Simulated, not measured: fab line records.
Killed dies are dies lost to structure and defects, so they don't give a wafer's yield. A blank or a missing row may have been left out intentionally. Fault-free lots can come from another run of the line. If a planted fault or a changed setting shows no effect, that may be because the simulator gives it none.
The tool behind it: which one? | flow berkeley_cmos170 | 14 lots, 42 wafers sampled, at 6 steps of a route of 331

WHAT THE GAUGES READ, wafer by wafer
UCB170_NVT_TW_MEAS_09. Usual: NVT_TW 526, standard deviation 6.6.
lot  | measured     | on            | NVT_TW      | flag
L895 | day 5 11:29  | film_metro-02 | 521 520 521 |
L896 | day 5 19:01  | film_metro-02 | 519 519 522 |
L897 | day 5 19:17  | film_metro-04 | 528 534 531 |
L898 | day 6 04:29  | film_metro-04 | 531 533 533 |
L900 | day 6 20:29  | film_metro-04 | 538 535 536 |
L902 | day 7 03:07  | film_metro-04 | 534 534 534 |
L906 | day 7 09:13  | film_metro-01 | 525 527 529 |
L901 | day 7 09:56  | film_metro-01 | 525 526 527 |
L904 | day 7 09:56  | film_metro-02 | 522 522 521 |
L905 | day 8 01:56  | film_metro-02 | 519 520 521 |
L913 | day 9 12:50  | film_metro-02 | 519 519 520 |
L914 | day 9 13:07  | film_metro-04 | 534 532 531 |
L915 | day 9 22:57  | film_metro-02 | 521 519 518 |
L917 | day 10 09:19 | film_metro-04 | 531 532 534 |

UCB170_GATE_CD_MEAS_12: the cd target is 350 nm. Usual: 350.3 nm for cd_nm, sd 1.4.
lot  | measured     | on        | cd_nm (nm)        | flag
L895 | day 5 23:06  | cd_sem-01 | 350.1 350.6 350.6 |
L896 | day 6 07:56  | cd_sem-01 | 349.4 348.8 350.3 |
L897 | day 6 07:40  | cd_sem-01 | 348.1 349.6 348.7 |
L898 | day 6 17:50  | cd_sem-01 | 350.0 349.7 350.0 |
L900 | day 7 11:47  | cd_sem-02 | 351.7 350.4 351.6 |
L902 | day 7 18:01  | cd_sem-01 | 348.8 349.6 348.3 |
L906 | day 8 00:15  | cd_sem-01 | 350.1 350.1 349.3 |
L901 | day 8 00:32  | cd_sem-02 | 350.4 350.7 350.1 |
L904 | day 8 00:27  | cd_sem-01 | 352.7 353.2 352.3 |
L905 | day 8 17:46  | cd_sem-01 | 350.4 349.4 348.4 |
L913 | day 10 02:01 | cd_sem-01 | 352.1 352.7 352.5 |
L914 | day 10 01:31 | cd_sem-02 | 349.8 351.2 350.1 |
L915 | day 10 10:49 | cd_sem-01 | 348.4 350.3 349.6 |
L917 | day 10 23:07 | cd_sem-01 | 351.4 350.9 350.9 |

UCB170_SPACER_THK_MEAS_01. Usual: SPACER_TEOS_THK 375 nm, standard deviation 5.3.
lot  | measured     | on            | SPACER_TEOS_THK (nm) | flag
L895 | day 6 04:26  | film_metro-01 | 367 370 373          |
L896 | day 6 12:23  | film_metro-02 | 379 384 378          |
L897 | day 6 11:42  | film_metro-02 | 376 387 384          |
L898 | day 6 22:58  | film_metro-02 | 370 377 377          |
L900 | day 7 16:40  | film_metro-04 | 372 368 380          |
L902 | day 7 22:40  | film_metro-02 | 370 377 375          |
L906 | day 8 08:26  | film_metro-04 | 374 368 380          |
L901 | day 8 08:26  | film_metro-01 | 192 194 196          | OFF
L904 | day 8 08:26  | film_metro-02 | 368 375 373          |
L905 | day 8 22:49  | film_metro-04 | 194 190 198          | OFF
L913 | day 10 08:49 | film_metro-04 | 365 371 369          |
L914 | day 10 08:10 | film_metro-04 | 374 380 378          |
L915 | day 10 19:38 | film_metro-04 | 371 378 375          |
L917 | day 11 04:03 | film_metro-02 | 373 378 378          |

UCB170_SILICIDE_THK_MEAS_03: measures by xrf. Usual: SILICIDE_TI_THK 30.3 nm, standard deviation 0.46.
lot  | measured     | on            | SILICIDE_TI_THK (nm) | flag
L895 | day 6 15:37  | film_metro-02 | 30.5 29.5 29.5       |
L896 | day 6 23:04  | film_metro-04 | 31.1 30.9 31.1       |
L897 | day 7 00:05  | film_metro-04 | 30.5 29.9 30.8       |
L898 | day 7 10:59  | film_metro-03 | 29.4 29.7 30.0       |
L900 | day 8 04:04  | film_metro-04 | 30.7 30.4 29.8       |
L902 | day 8 12:41  | film_metro-02 | 30.6 29.9 29.9       |
L906 | day 8 17:10  | film_metro-04 | 29.5 30.3 29.7       |
L901 | day 8 17:43  | film_metro-04 | 30.5 30.6 31.1       |
L904 | day 8 16:47  | film_metro-04 | 31.2 30.5 30.6       |
L905 | day 9 08:59  | film_metro-02 | 30.2 30.2 30.3       |
L913 | day 10 20:16 | film_metro-03 | 30.0 29.6 30.0       |
L914 | day 10 19:51 | film_metro-04 | 30.3 30.5 30.4       |
L915 | day 11 05:47 | film_metro-04 | 30.6 30.4 30.4       |
L917 | day 11 14:40 | film_metro-02 | 29.9 29.9 30.0       |

EACH LOT AND THE TOOL THAT RAN IT (in order: tool; ch and the chambers of the sampled wafers; start)
lot  | UCB170_SPACER_CVD_00           | UCB170_SPACER_ETCHBACK_03
L895 | pecvd-04 ch 0,1, day 6 04:23   | rie_diel-02 ch 0,2, day 6 08:56
L896 | pecvd-04 ch 0,2, day 6 12:20   | rie_diel-01 ch 1,2,3, day 6 18:05
L897 | pecvd-02 ch 0,1,2, day 6 11:39 | rie_diel-02 ch 2,3, day 6 18:05
L898 | pecvd-04 ch 0,1,2, day 6 22:55 | rie_diel-02 ch 0,3, day 7 02:32
L900 | pecvd-02 ch 0,1,2, day 7 16:37 | rie_diel-03 ch 1,2, day 7 21:02
L902 | pecvd-02 ch 1,2, day 7 22:36   | rie_diel-03 ch 1,2,3, day 8 04:03
L906 | pecvd-01 ch 1,2, day 8 08:23   | rie_diel-01 ch 1,2,3, day 8 11:43
L901 | pecvd-02 ch 0,2, day 8 08:23   | rie_diel-03 ch 0,1, day 8 11:47
L904 | pecvd-04 ch 0,2, day 8 08:23   | rie_diel-03 ch 0,2, day 8 11:43
L905 | pecvd-02 ch 0,1, day 8 22:45   | rie_diel-01 ch 0,1, day 9 02:41
L913 | pecvd-04 ch 0,1, day 10 08:46  | rie_diel-03 ch 1,2, day 10 11:53
L914 | pecvd-01 ch 0,1, day 10 08:08  | rie_diel-01 ch 1,3, day 10 11:53
L915 | pecvd-01 ch 0,1, day 10 19:35  | rie_diel-02 ch 1,2, day 10 23:46
L917 | pecvd-04 ch 1,2, day 11 03:59  | rie_diel-02 ch 1,2,3, day 11 08:01
- UCB170_SPACER_CVD_00: deposits SiO2 from TEOS/O2, target thk 376 nm, time 47 s.
- UCB170_SPACER_ETCHBACK_03: etches SiO2 in CHF3/CF4/Ar, stops on Si, target depth 376 nm, time 100 s.

AS READ BY THE TOOLS THEMSELVES (means over the sampled wafers that have a number; for cases with no such wafer, the mark the record gives instead)
UCB170_SPACER_CVD_00. Usual: heater_power_w 243 W, standard deviation 32; run_length_s 74.9 s, standard deviation 0.68.
lot  | tool     | heater_power_w (W) | run_length_s (s) | flag
L895 | pecvd-04 | 246                | 75.0             |
L896 | pecvd-04 | 245                | 75.3             |
L897 | pecvd-02 | 252                | 74.9             |
L898 | pecvd-04 | 221                | 75.3             |
L900 | pecvd-02 | 267                | 75.1             |
L902 | pecvd-02 | 246                | 74.6             |
L906 | pecvd-01 | 237                | 74.3             |
L901 | pecvd-02 | 236                | 51.7             | OFF
L904 | pecvd-04 | 244                | 75.2             |
L905 | pecvd-02 | 270                | 52.2             | OFF
L913 | pecvd-04 | 243                | 74.8             |
L914 | pecvd-01 | 226                | 74.2             |
L915 | pecvd-01 | 233                | 74.5             |
L917 | pecvd-04 | 216                | 74.6             |

UCB170_SPACER_ETCHBACK_03. Usual: CHF3_flow_sccm 49.99 sccm, standard deviation 0.15; cf4_flow_sccm 10.00 sccm, standard deviation 0.03; drypump_motor_current_A 5.7 A, standard deviation 0.45; oes_product_au 0.905 a.u., standard deviation 0.017; throttle_valve_pct 6.41 %, standard deviation 0.15.
lot  | tool        | CHF3_flow_sccm (sccm) | cf4_flow_sccm (sccm) | drypump_motor_current_A (A) | oes_product_au (a.u.) | throttle_valve_pct (%) | flag
L895 | rie_diel-02 | 50.06                 | 10.03                | 5.7                         | 0.904                 | 6.40                   |
L896 | rie_diel-01 | 49.99                 | 9.98                 | 5.6                         | 0.924                 | 6.36                   |
L897 | rie_diel-02 | 49.97                 | 10.03                | 5.4                         | 0.924                 | 6.54                   |
L898 | rie_diel-02 | 49.92                 | 9.98                 | 6.0                         | 0.887                 | 6.63                   |
L900 | rie_diel-03 | 50.11                 | 10.02                | 5.3                         | 0.896                 | 6.41                   |
L902 | rie_diel-03 | 49.97                 | 9.98                 | 5.7                         | 0.895                 | 6.34                   |
L906 | rie_diel-01 | 50.00                 | 10.00                | 5.6                         | 0.908                 | 6.36                   |
L901 | rie_diel-03 | 50.10                 | 9.98                 | 5.7                         | 0.584                 | 6.33                   | OFF
L904 | rie_diel-03 | 49.98                 | 9.99                 | 5.5                         | 0.899                 | 6.46                   |
L905 | rie_diel-01 | 49.92                 | 9.98                 | 5.5                         | 0.581                 | 6.24                   | OFF
L913 | rie_diel-03 | 50.08                 | 9.97                 | 5.2                         | 0.887                 | 6.41                   |
L914 | rie_diel-01 | 49.99                 | 10.01                | 5.6                         | 0.916                 | 6.24                   |
L915 | rie_diel-02 | 50.04                 | 10.00                | 5.4                         | 0.912                 | 6.40                   |
L917 | rie_diel-02 | 49.97                 | 9.98                 | 5.5                         | 0.906                 | 6.52                   |

THE ANSWER, worked out from the rows above alone
Rule: a lot counts as off when the mean over its wafers that have a number is more than 3 standard deviations away from the usual mean. Also off: a lot with no number at a reading for which 4 or more lots have one. The other lots that the step has rows for count as sound. First the gauges in route order, then the tools' own readings, where a lot's mean is used as printed above. At the first step where some lot is off, the reading lying furthest off is the one used; lots without a number count as furthest.
Off: at UCB170_SPACER_THK_MEAS_01 (SPACER_TEOS_THK), L901, L905.
A tool fits if, at a process step before that reading, it ran every lot that is off, and no sound lot after the first of them. The gauges at UCB170_SPACER_THK_MEAS_01 aren't tried: what is off there is off at UCB170_SPACER_CVD_00 too, on other tools, and a gauge's error can't cause that. One fits: UCB170_SPACER_CVD_00 on pecvd-02. Its last sound lot is L902 (day 7 22:36), its first lot that is off L901 (day 8 08:23): a fault that began between those two fits.
The tool's own readings at UCB170_SPACER_CVD_00 bear it out: on the lots that are off they differ by more than 5 times the standard deviation of the sound lots' means. run_length_s reads 52.0 s there against 74.8 s on the sound lots.

WHAT THE SIMULATOR HAD INSERTED
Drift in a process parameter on pecvd-02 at UCB170_SPACER_CVD_00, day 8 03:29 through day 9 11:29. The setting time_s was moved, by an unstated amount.
Struck lots among those shown: L901, L905. The rule given above showed the same thing.
